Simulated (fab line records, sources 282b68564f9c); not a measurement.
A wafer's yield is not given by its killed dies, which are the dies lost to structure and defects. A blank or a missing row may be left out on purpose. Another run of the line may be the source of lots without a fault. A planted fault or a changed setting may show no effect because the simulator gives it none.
A lot that was struck, set against a sound lot + flow rit-cmos + 13 out of 202 route steps
Sound: wafers L585.1, L585.4, L585.6. Struck: wafers L591.3, L591.4, L591.6. At the end, the cause is stated.
Order at every step that has rows: each side's tool, ch and its chambers, its first start. Under that, the readings that differ: sound wafers + struck wafers + difference of the means + sigmas: that difference in standard deviations of wafers without a fault.
alike: same words and numbers on both sides, and readings whose means sit less than 2 such deviations apart. not compared: any withheld reading, any reading some wafer has no value for, any bound like >300 that may hide the same value, and any number with overlapping values for which the record gives no deviation.
A row with sigmas, a row that says differs or no value, or rows on one side alone: a step with any of these is where the two part. Numbers that don't overlap but have no deviation are shown without sigmas and don't part them. A reading that every wafer of one side lacks parts them only if that side has two wafers or more.

RIT_ACTIVE_BOW_MEAS_00:
  sound on film-metro-03 at day 2 11:00; struck on film-metro-02 at day 3 17:02
  alike: INCOMING_BOW
then, 1 step without rows for these wafers: RIT_ACTIVE_OXIDATION_01 (target thk 46.8 nm, ox time 3360 s).
RIT_ACTIVE_THK_MEAS_02:
  sound on film-metro-04 at day 2 13:11; struck on film-metro-04 at day 3 19:46
  alike: ACTIVE_OXIDE_THK
then, 1 step without rows for these wafers: RIT_ACTIVE_CVD_03 (deposits Si3N4 from SiH2Cl2/NH3, target thk 150 nm, time 1500 s).
RIT_ACTIVE_THK_MEAS_04:
  sound on film-metro-03 at day 2 14:40; struck on film-metro-04 at day 3 22:10
  alike: ACTIVE_NITRIDE_THK
then, 2 steps without rows for these wafers: RIT_ACTIVE_HMDS_05 (prime time 60 s); RIT_ACTIVE_COAT_06 (resist thk 1000 nm).
RIT_ACTIVE_SOFTBAKE_07: time 60 s.
  sound on litho-track-02 ch 0, day 2 15:02; struck on litho-track-01 ch 0, day 3 22:33
| reading                  | sound             | struck            | difference                    | sigmas |
|--------------------------|-------------------|-------------------|-------------------------------|--------|
| heater-power-total-W (W) | 34.59 34.48 34.51 | 37.20 37.14 37.24 | +2.67                         | +56    |
| plate-temp-C (C)         | 89.97 90.17 89.78 | - - -             | no value on the struck wafers |        |
| run-length-s (s)         | 89.18 89.15 88.93 | 75.65 75.41 75.53 | -13.56                        | -68    |
then, 2 steps without rows for these wafers: RIT_ACTIVE_EXPOSE_08 (exposes mask M1, target cd 1400 nm); RIT_ACTIVE_PEB_09.
RIT_ACTIVE_DEVELOP_10: develop time 50 s.
  sound: litho-track-04 ch 0; struck: litho-track-04 ch 0
| reading                                     | sound            | struck         | difference | sigmas |
|---------------------------------------------|------------------|----------------|------------|--------|
| model.NOVOLAK_of_ACTIVE_COAT_06.thk-nm (nm) | 997.4 999.4 1001 | 1008 1014 1010 | +11        |        |
RIT_ACTIVE_CD_MEAS_11: target cd 1400 nm.
  sound on cd-sem-02 at day 2 15:42; struck on cd-sem-02 at day 3 23:05
  alike: cd-nm
RIT_M1_PROBE_99:
  sound on prober-02 at day 4 14:19; struck on prober-01 at day 5 21:20
  alike: killed-at-front-end, killed-dies, killed-open, killed-short

## WHERE THEY PART
Within this record, at RIT_ACTIVE_SOFTBAKE_07 only. Later steps at which nothing parts them and some readings are alike: RIT_ACTIVE_CD_MEAS_11, RIT_M1_PROBE_99.

WHY: whatever the simulator had introduced
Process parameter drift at RIT_ACTIVE_SOFTBAKE_07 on litho-track-01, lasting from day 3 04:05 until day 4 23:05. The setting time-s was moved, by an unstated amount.
